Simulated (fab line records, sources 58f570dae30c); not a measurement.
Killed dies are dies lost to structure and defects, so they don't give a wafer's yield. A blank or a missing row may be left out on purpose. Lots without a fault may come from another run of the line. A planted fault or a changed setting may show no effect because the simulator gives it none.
Which tool did it? | flow berkeley_cmos170 | 14 lots, 42 wafers sampled, at 6 steps of a route of 331

WHAT THE GAUGES READ, wafer by wafer
UCB170_PLDD_TW_MEAS_11.
lot  | measured     | on            | PLDD_TW
L960 | day 6 20:39  | film_metro-03 | 1010 1009 1006
L961 | day 6 20:49  | film_metro-01 | 1007 1005 1005
L962 | day 7 06:33  | film_metro-01 | 1016 1010 1004
L965 | day 7 18:47  | film_metro-01 | 1008 1004 1010
L966 | day 7 18:47  | film_metro-03 | 1001 1002 996
L967 | day 8 09:42  | film_metro-03 | 1009 1010 1009
L968 | day 8 18:25  | film_metro-01 | 1004 1006 1006
L971 | day 8 18:38  | film_metro-03 | 1012 1006 1003
L969 | day 8 18:41  | film_metro-02 | 1016 1023 1016
L972 | day 8 18:56  | film_metro-02 | 1013 1019 1012
L974 | day 9 07:44  | film_metro-02 | 1021 1017 1015
L977 | day 9 10:41  | film_metro-01 | 1010 1005 1005
L982 | day 10 11:50 | film_metro-02 | 1012 1009 1019
L980 | day 10 12:05 | film_metro-03 | 1002 1008 999

UCB170_SDANNEAL_RS_MEAS_03: measures by four-point-probe.
lot  | measured     | on            | NSD_RS (ohm/sq)
L960 | day 7 07:23  | film_metro-03 | 37.26 37.16 37.20
L961 | day 7 08:12  | film_metro-01 | 37.17 37.37 37.24
L962 | day 7 20:34  | film_metro-02 | 37.30 37.26 37.21
L965 | day 8 08:47  | film_metro-01 | 37.18 37.35 37.31
L966 | day 8 08:35  | film_metro-02 | 37.41 37.32 37.44
L967 | day 8 21:17  | film_metro-02 | 37.34 37.35 37.29
L968 | day 9 07:46  | film_metro-03 | 37.24 37.26 37.14
L971 | day 9 08:02  | film_metro-02 | 37.32 37.29 37.31
L969 | day 9 07:35  | film_metro-01 | 37.18 37.08 37.11
L972 | day 9 08:14  | film_metro-03 | 37.28 37.43 37.42
L974 | day 9 22:14  | film_metro-03 | 37.22 37.24 37.27
L977 | day 9 23:03  | film_metro-03 | 37.14 37.28 37.11
L982 | day 10 20:47 | film_metro-02 | 37.22 37.27 37.32
L980 | day 11 02:08 | film_metro-03 | 37.31 37.32 37.25

UCB170_SILICIDE_RS_MEAS_02: measures by four-point-probe.
lot  | measured     | on            | SILICIDE_TI_RS (ohm/sq)
L960 | day 7 07:50  | film_metro-01 | 26.5 26.0 26.0
L961 | day 7 08:40  | film_metro-01 | 26.7 26.8 26.5
L962 | day 7 21:01  | film_metro-04 | 26.6 26.6 26.5
L965 | day 8 09:14  | film_metro-01 | 25.8 26.0 25.9
L966 | day 8 09:09  | film_metro-04 | 27.0 26.7 26.8
L967 | day 8 21:44  | film_metro-02 | 25.9 25.9 25.9
L968 | day 9 08:23  | film_metro-02 | 26.7 26.7 26.4
L971 | day 9 08:31  | film_metro-04 | 25.9 25.7 26.5
L969 | day 9 08:10  | film_metro-04 | 26.7 26.4 26.8
L972 | day 9 08:42  | film_metro-02 | 26.2 26.5 26.2
L974 | day 9 22:46  | film_metro-01 | 25.7 25.5 25.4
L977 | day 9 23:42  | film_metro-04 | 12.0 12.0 11.9
L982 | day 10 21:14 | film_metro-04 | 26.4 26.4 26.3
L980 | day 11 02:49 | film_metro-02 | 12.0 12.1 11.8

UCB170_SILICIDE_THK_MEAS_03: measures by xrf.
lot  | measured     | on            | SILICIDE_TI_THK (nm)
L960 | day 7 07:58  | film_metro-01 | 30.0 30.5 30.5
L961 | day 7 08:47  | film_metro-01 | 29.9 29.8 30.1
L962 | day 7 21:08  | film_metro-04 | 29.6 29.6 29.6
L965 | day 8 09:21  | film_metro-01 | 30.7 30.5 30.6
L966 | day 8 09:15  | film_metro-04 | 29.7 29.8 29.8
L967 | day 8 21:51  | film_metro-02 | 30.4 30.4 30.3
L968 | day 9 08:31  | film_metro-02 | 29.9 29.9 30.3
L971 | day 9 08:38  | film_metro-04 | 30.5 30.6 29.9
L969 | day 9 08:17  | film_metro-04 | 29.6 30.0 29.5
L972 | day 9 08:49  | film_metro-02 | 30.0 29.9 30.1
L974 | day 9 22:53  | film_metro-01 | 31.1 31.1 31.3
L977 | day 9 23:49  | film_metro-04 | 59.1 59.3 59.7
L982 | day 10 21:21 | film_metro-04 | 30.0 29.8 30.0
L980 | day 11 02:56 | film_metro-02 | 59.1 58.8 60.2

WHICH TOOL RAN EACH LOT (tool, then ch and the chambers of the sampled wafers, then the start)
lot  | UCB170_PSD_STRIP_09                  | UCB170_SILICIDE_SPUTTER_01
L960 | plasma_asher-04 ch 0,1, day 7 04:06  | pvd_sputter-02, day 7 07:49
L961 | plasma_asher-02 ch 0,1, day 7 04:17  | pvd_sputter-04, day 7 08:38
L962 | plasma_asher-02 ch 0,1, day 7 15:32  | pvd_sputter-04, day 7 20:59
L965 | plasma_asher-02 ch 0,1, day 8 04:51  | pvd_sputter-03, day 8 09:12
L966 | plasma_asher-02 ch 0,1, day 8 04:36  | pvd_sputter-04, day 8 08:59
L967 | plasma_asher-03 ch 0,1, day 8 17:52  | pvd_sputter-03, day 8 21:42
L968 | plasma_asher-04 ch 0,1, day 9 03:44  | pvd_sputter-03, day 9 08:11
L971 | plasma_asher-03 ch 0,1, day 9 03:58  | pvd_sputter-02, day 9 08:28
L969 | plasma_asher-02 ch 1, day 9 03:41    | pvd_sputter-04, day 9 08:01
L972 | plasma_asher-04 ch 0,1, day 9 04:14  | pvd_sputter-03, day 9 08:40
L974 | plasma_asher-02 ch 0,1, day 9 17:44  | pvd_sputter-02, day 9 22:40
L977 | plasma_asher-02 ch 0,1, day 9 18:01  | pvd_sputter-03, day 9 23:28
L982 | plasma_asher-02 ch 0,1, day 10 17:28 | pvd_sputter-03, day 10 21:11
L980 | plasma_asher-02 ch 0,1, day 10 23:07 | pvd_sputter-04, day 11 02:34
- UCB170_PSD_STRIP_09: strips in O2.
- UCB170_SILICIDE_SPUTTER_01: material Ti, target thk 30 nm, time 25 s.

WHAT THE TOOLS THEMSELVES READ (means of the sampled wafers that have a number; where no wafer has one, the mark that the record gives instead)
UCB170_PSD_STRIP_09.
lot  | tool            | drypump_motor_current_A (A) | o2_flow_sccm (sccm) | oes_product_au (a.u.) | strip_time_to_endpoint_s (s)
L960 | plasma_asher-04 | 5.7                         | 399.9               | 0.604                 | 29.38
L961 | plasma_asher-02 | 6.3                         | 399.5               | 0.601                 | 29.40
L962 | plasma_asher-02 | 6.3                         | 400.7               | 0.600                 | 29.34
L965 | plasma_asher-02 | 5.7                         | 400.8               | 0.597                 | 29.35
L966 | plasma_asher-02 | 6.3                         | 399.2               | 0.603                 | 29.40
L967 | plasma_asher-03 | 5.9                         | 399.7               | 0.603                 | 29.41
L968 | plasma_asher-04 | 6.1                         | 401.0               | 0.603                 | 29.47
L971 | plasma_asher-03 | 5.9                         | 400.1               | 0.595                 | 29.42
L969 | plasma_asher-02 | 5.2                         | 402.0               | 0.597                 | 29.51
L972 | plasma_asher-04 | 6.1                         | 399.5               | 0.599                 | 29.40
L974 | plasma_asher-02 | 5.7                         | 399.2               | 0.601                 | 29.46
L977 | plasma_asher-02 | 6.3                         | 400.5               | 0.599                 | 29.34
L982 | plasma_asher-02 | 6.3                         | 400.1               | 0.604                 | 29.48
L980 | plasma_asher-02 | 6.3                         | 400.5               | 0.600                 | 29.39

UCB170_SILICIDE_SPUTTER_01.
lot  | tool           | throttle_valve_pct (%)
L960 | pvd_sputter-02 | 30.2
L961 | pvd_sputter-04 | 29.1
L962 | pvd_sputter-04 | 30.8
L965 | pvd_sputter-03 | 29.7
L966 | pvd_sputter-04 | 29.2
L967 | pvd_sputter-03 | 29.5
L968 | pvd_sputter-03 | 29.5
L971 | pvd_sputter-02 | 30.4
L969 | pvd_sputter-04 | 28.9
L972 | pvd_sputter-03 | 29.9
L974 | pvd_sputter-02 | 29.6
L977 | pvd_sputter-03 | 29.3
L982 | pvd_sputter-03 | 29.9
L980 | pvd_sputter-04 | 30.0

THE ANSWER, worked out from the rows above alone
Rule: what is usual is taken from the lots themselves. Put in order of their means at a reading, lots are off if they are a third of the lots or fewer, leave a main group of 4 or more, and stand apart from it by a gap of 3 or more times the standard deviation of the main group's means; of several such gaps the widest counts. A main group whose means are all the same, to the digits that the tables above print for the reading, isn't used. A lot without any number at a reading at which 4 lots or more have one is off too. The other lots that the step has rows for count as sound. The gauges are gone through in route order, then the tools' own readings, and for those a lot's mean is taken as printed above. The first step at which some lot is off is used, and at that step the reading that is off furthest; a lot without a number counts as furthest.
Off: L977, L980, at UCB170_SILICIDE_RS_MEAS_02 (SILICIDE_TI_RS). The main group: mean 26.3 ohm/sq, standard deviation 0.38.
A tool fits if, at a process step before that reading, it ran every lot that is off, and no sound lot after the first of them. The gauges at UCB170_SILICIDE_RS_MEAS_02 are tried like those tools. None of those tried fits.

WHAT THE SIMULATOR HAD PUT IN
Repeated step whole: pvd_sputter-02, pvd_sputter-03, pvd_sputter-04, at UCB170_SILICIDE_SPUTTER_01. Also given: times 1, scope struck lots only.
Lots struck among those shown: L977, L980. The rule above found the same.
